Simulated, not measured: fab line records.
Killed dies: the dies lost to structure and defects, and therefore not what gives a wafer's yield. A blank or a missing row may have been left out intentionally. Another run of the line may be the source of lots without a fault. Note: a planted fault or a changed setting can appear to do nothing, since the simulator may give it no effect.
Which tool did it? | flow berkeley cmos170 | 14 lots with 42 wafers sampled at 4 steps, on a route of 331 steps

== WHAT THE GAUGES READ, wafer by wafer ==
UCB170_M1_THK_MEAS_02: measures by xrf.
lot  | measured     | on            | M1_AL_THK (nm)
L362 | day 6 22:58  | film metro-02 | 603 609 604
L365 | day 7 20:44  | film metro-02 | 586 584 582
L366 | day 7 20:44  | film metro-04 | 593 600 590
L367 | day 7 23:02  | film metro-04 | 588 581 593
L369 | day 8 12:15  | film metro-02 | 587 596 588
L368 | day 8 15:08  | film metro-01 | 589 589 591
L371 | day 8 21:51  | film metro-02 | 587 591 589
L370 | day 9 00:21  | film metro-02 | 592 586 581
L374 | day 9 11:15  | film metro-02 | 581 589 587
L378 | day 10 02:59 | film metro-01 | 599 594 593
L380 | day 10 11:23 | film metro-02 | 587 593 589
L383 | day 11 01:48 | film metro-01 | 589 587 581
L384 | day 11 16:12 | film metro-04 | 595 597 600
L385 | day 11 16:25 | film metro-01 | 599 598 594

UCB170_M2_OVL_MEAS_16.
lot  | measured     | on         | M2_OVL (nm)
L362 | day 7 08:22  | overlay-02 | 7 10 7
L365 | day 8 08:04  | overlay-01 | 8 4 9
L366 | day 8 08:19  | overlay-01 | -9 2 -7
L367 | day 8 08:49  | overlay-01 | 10 -1 4
L369 | day 9 02:12  | overlay-02 | 3 -4 1
L368 | day 9 02:03  | overlay-02 | 3 10 3
L371 | day 9 08:57  | overlay-02 | -4 5 -7
L370 | day 9 12:19  | overlay-01 | -5 -12 -6
L374 | day 9 21:31  | overlay-01 | 4 6 2
L378 | day 10 17:26 | overlay-01 | 9 12 14
L380 | day 10 21:21 | overlay-02 | 9 2 8
L383 | day 11 17:29 | overlay-02 | 1 5 5
L384 | day 12 05:57 | overlay-02 | 8 10 9
L385 | day 12 06:31 | overlay-02 | -1 -2 2

== EACH LOT AND THE TOOL THAT RAN IT (in order: tool; ch and the chambers of the sampled wafers; start) ==
lot  | UCB170_M1_ETCH_11                  | UCB170_M2_PRE_CLEAN_00
L362 | rie diel-03 ch 0,1,3, day 7 00:23  | pvd sputter-01, day 7 06:08
L365 | rie diel-01 ch 1,2,3, day 7 22:01  | pvd sputter-03, day 8 05:26
L366 | rie diel-04 ch 1,3, day 7 22:08    | pvd sputter-02, day 8 05:32
L367 | rie diel-01 ch 0,2, day 8 00:20    | pvd sputter-03, day 8 05:59
L369 | rie diel-03 ch 0,2, day 8 14:58    | pvd sputter-02, day 8 23:44
L368 | rie diel-03 ch 1,2,3, day 8 17:19  | pvd sputter-03, day 8 23:22
L371 | rie diel-03 ch 2,3, day 8 23:10    | pvd sputter-03, day 9 06:45
L370 | rie diel-03 ch 2,3, day 9 01:59    | pvd sputter-03, day 9 09:37
L374 | rie diel-04 ch 0,2,3, day 9 12:30  | pvd sputter-01, day 9 19:13
L378 | rie diel-04 ch 1,2,3, day 10 04:18 | pvd sputter-01, day 10 14:14
L380 | rie diel-04 ch 1,2, day 10 12:29   | pvd sputter-01, day 10 19:10
L383 | rie diel-04 ch 0,2, day 11 03:08   | pvd sputter-01, day 11 14:37
L384 | rie diel-04 ch 0,1,3, day 11 17:58 | pvd sputter-02, day 12 03:49
L385 | rie diel-01 ch 1,3, day 11 18:11   | pvd sputter-01, day 12 04:05
- UCB170_M1_ETCH_11: etches BARC in N2/H2.
- UCB170_M2_PRE_CLEAN_00: preclean etch time 60 s.

== AS READ BY THE TOOLS THEMSELVES (means over the sampled wafers that have a number; for cases with no such wafer, the mark the record gives instead) ==
UCB170_M1_ETCH_11.
lot  | tool        | drypump motor current A (A) | n2 flow sccm (sccm) | oes product au (a.u.) | rf fwd power W (W) | throttle valve pct (%)
L362 | rie diel-03 | 5.9                         | 100.3               | 1.018                 | 493.6              | 13.37
L365 | rie diel-01 | 6.1                         | 100.0               | 1.015                 | 494.8              | 13.11
L366 | rie diel-04 | 6.1                         | 99.9                | 0.998                 | 494.4              | 13.29
L367 | rie diel-01 | 6.7                         | 99.9                | 1.018                 | 494.1              | 13.19
L369 | rie diel-03 | 5.7                         | 100.3               | 1.009                 | 494.9              | 13.29
L368 | rie diel-03 | 5.8                         | 100.2               | 1.015                 | 495.5              | 13.35
L371 | rie diel-03 | 5.9                         | 100.4               | 1.036                 | 493.8              | 13.37
L370 | rie diel-03 | 5.9                         | 100.0               | 1.029                 | 494.2              | 13.38
L374 | rie diel-04 | 5.9                         | 99.8                | 1.010                 | 495.4              | 13.33
L378 | rie diel-04 | 6.2                         | 100.2               | 0.990                 | 496.9              | 13.18
L380 | rie diel-04 | 6.3                         | 100.0               | 0.989                 | 497.0              | 13.07
L383 | rie diel-04 | 6.1                         | 100.1               | 1.003                 | 496.2              | 13.22
L384 | rie diel-04 | 5.6                         | 100.2               | 1.012                 | 496.4              | 13.34
L385 | rie diel-01 | 5.6                         | 100.3               | 1.010                 | 494.6              | 13.11

== THE ANSWER, worked out from the rows above alone ==
Rule: the usual values come from the lots themselves. Put in order of their means at a reading, lots are off if they are a third of the lots or fewer, leave a main group of 4 or more, and stand apart from it by a gap of 3 or more times the standard deviation of the main group's means; of several such gaps the widest counts. A main group is skipped when, at the precision printed for the reading in the tables above, its means are all equal. A lot without any number at a reading at which 4 lots or more have one is off too. The other lots that the step has rows for count as sound. Order of review: gauges by route order, followed by the tools' own readings, for which a lot's mean as printed above is used. At the first step where some lot is off, the reading lying furthest off is the one used; lots without a number count as furthest.
Nothing can be told from this: no lot is off at any reading shown.

== WHAT THE SIMULATOR HAD PUT IN ==
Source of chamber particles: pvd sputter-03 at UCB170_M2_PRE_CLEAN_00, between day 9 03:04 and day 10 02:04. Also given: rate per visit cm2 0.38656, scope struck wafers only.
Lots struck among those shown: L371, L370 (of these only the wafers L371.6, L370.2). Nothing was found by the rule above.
